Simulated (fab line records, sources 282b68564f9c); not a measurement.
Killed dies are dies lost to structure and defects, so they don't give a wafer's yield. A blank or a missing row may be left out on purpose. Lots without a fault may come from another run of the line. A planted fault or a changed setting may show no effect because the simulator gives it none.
A struck lot beside a sound one | flow rit_cmos | 43 steps out of a route of 202
Sound: wafers L673.2, L673.4, L673.5. Struck: wafers L685.2, L685.3, L685.5. The cause comes at the end.
At each step with rows: each side's tool, then ch and its chambers, then its first start. Under that, the readings that differ: sound wafers | struck wafers | difference of the means | sigmas: that difference in standard deviations of wafers without a fault.
alike: readings whose means differ by less than 2 such deviations, and words and numbers that are the same on both sides. not compared: withheld readings, readings that some wafer has no value for, bounds like >300 that may hide the same value, and numbers for which the record gives no deviation and whose values overlap.
The two part at a step that has a row with sigmas, a row that says differs or no value, or rows on one side only. Numbers that don't overlap but have no deviation are shown without sigmas and don't part them. A reading that every wafer of one side lacks parts them only if that side has two wafers or more.

RIT_GATE_THK_MEAS_07:
  sound on film_metro-04, day 4 01:29; struck on film_metro-01, day 6 16:10
  alike: GATE_OXIDE_THK
then, 1 step without rows for these wafers: RIT_GATE_CVD_08 (deposits poly-Si from SiH4, target thk 250 nm, time 2220 s).
RIT_GATE_THK_MEAS_09:
  sound on film_metro-01, day 4 03:10; struck on film_metro-04, day 6 17:50
  alike: GATE_POLY_THK
then, 6 steps without rows for these wafers: RIT_GATE_HMDS_10 (prime time 60 s); RIT_GATE_COAT_11 (resist thk 850 nm); RIT_GATE_SOFTBAKE_12 (time 60 s); RIT_GATE_EXPOSE_13 (exposes mask M6, target cd 150 nm); RIT_GATE_PEB_14; RIT_GATE_DEVELOP_15 (develop time 50 s).
RIT_GATE_CD_MEAS_16: target cd 150 nm.
  sound on cd_sem-01, day 4 04:05; struck on cd_sem-02, day 6 18:46
  alike: cd_nm
RIT_GATE_OVL_MEAS_17:
  sound on overlay-01, day 4 04:11; struck on overlay-02, day 6 18:52
  alike: GATE_OVL
then, 1 step without rows for these wafers: RIT_GATE_HARDBAKE_18 (time 60 s).
RIT_GATE_ETCH_19: etches poly-Si in SF6/CHF3/O2, stops on SiO2, time 165 s, target depth 312.5 nm.
  sound on rie_si-01 ch 2,3, day 4 04:27; struck on rie_si-01 ch 0,1,3, day 6 19:03
  alike: chamber_pressure_mTorr, drypump_motor_current_A, oes_product_au, throttle_valve_pct
  not compared: rf_hours_counter_h
RIT_GATE_STRIP_20: strips in O2, time 180 s.
  sound on plasma_asher-02 ch 0,1, day 4 04:34; struck on plasma_asher-01 ch 0,1, day 6 19:10
  alike: chamber_pressure_mTorr, drypump_motor_current_A
  not compared: rf_hours_counter_h
RIT_GATE_CD_MEAS_90: target cd 150 nm.
  sound on cd_sem-01, day 4 04:45; struck on cd_sem-01, day 6 19:21
  alike: cd_nm
then, 4 steps without rows for these wafers: RIT_REOX_CLEAN_00 (cleans in SC1, time 600 s); RIT_REOX_CLEAN_01 (cleans in dHF, time 30 s); RIT_REOX_CLEAN_02 (cleans in SC2, time 600 s); RIT_REOX_OXIDATION_03 (target thk 25.2 nm, ox time 5580 s).
RIT_REOX_THK_MEAS_04:
  sound on film_metro-02, day 4 07:47; struck on film_metro-01, day 6 22:41
  alike: REOX_OXIDE_THK
then, 6 steps without rows for these wafers: RIT_NLDD_HMDS_00 (prime time 60 s); RIT_NLDD_COAT_01 (resist thk 1000 nm); RIT_NLDD_SOFTBAKE_02 (time 60 s); RIT_NLDD_EXPOSE_03 (exposes mask M7, target cd 40700 nm); RIT_NLDD_PEB_04; RIT_NLDD_DEVELOP_05 (develop time 50 s).
RIT_NLDD_OVL_MEAS_06:
  sound on overlay-02, day 4 08:50; struck on overlay-02, day 6 23:43
  alike: NLDD_OVL
then, 2 steps without rows for these wafers: RIT_NLDD_HARDBAKE_07 (time 60 s); RIT_NLDD_IMPLANT_08.
RIT_NLDD_STRIP_09: strips in O2, time 180 s.
  sound on plasma_asher-03 ch 0,1, day 4 09:10; struck on plasma_asher-02 ch 0,1, day 7 00:02
  alike: chamber_pressure_mTorr, drypump_motor_current_A
  not compared: rf_hours_counter_h
RIT_NLDD_TW_MEAS_10:
  sound on film_metro-04, day 4 09:22; struck on film_metro-03, day 7 00:13
  reading | sound          | struck         | difference | sigmas
  NLDD_TW | 2462 2455 2453 | 2492 2483 2491 | +32        | +3
then, 6 steps without rows for these wafers: RIT_PLDD_HMDS_00 (prime time 60 s); RIT_PLDD_COAT_01 (resist thk 1013 nm); RIT_PLDD_SOFTBAKE_02 (time 60 s); RIT_PLDD_EXPOSE_03 (exposes mask M8, target cd 40900 nm); RIT_PLDD_PEB_04; RIT_PLDD_DEVELOP_05 (develop time 50 s).
RIT_PLDD_OVL_MEAS_06:
  sound on overlay-02, day 4 10:16; struck on overlay-02, day 7 01:17
  alike: PLDD_OVL
then, 2 steps without rows for these wafers: RIT_PLDD_HARDBAKE_07 (time 60 s); RIT_PLDD_IMPLANT_08.
RIT_PLDD_STRIP_09: strips in O2, time 180 s.
  sound on plasma_asher-01 ch 0,1, day 4 10:44; struck on plasma_asher-03 ch 0,1, day 7 01:37
  alike: chamber_pressure_mTorr, drypump_motor_current_A
  not compared: rf_hours_counter_h
RIT_PLDD_TW_MEAS_10:
  sound on film_metro-03, day 4 10:56; struck on film_metro-04, day 7 01:48
  alike: PLDD_TW
RIT_M1_PROBE_99:
  sound on prober-02, day 5 00:41; struck on prober-02, day 7 15:31
  reading             | sound | struck   | difference | sigmas
  killed_at_front_end | 6 5 8 | 26 40 39 | +29        | +10
  killed_dies         | 6 5 8 | 26 40 39 | +29        | +10
  alike: killed_open, killed_short

WHERE THEY PART
First at RIT_NLDD_TW_MEAS_10; last, within this record, at RIT_M1_PROBE_99.

WHY: what the simulator had put in
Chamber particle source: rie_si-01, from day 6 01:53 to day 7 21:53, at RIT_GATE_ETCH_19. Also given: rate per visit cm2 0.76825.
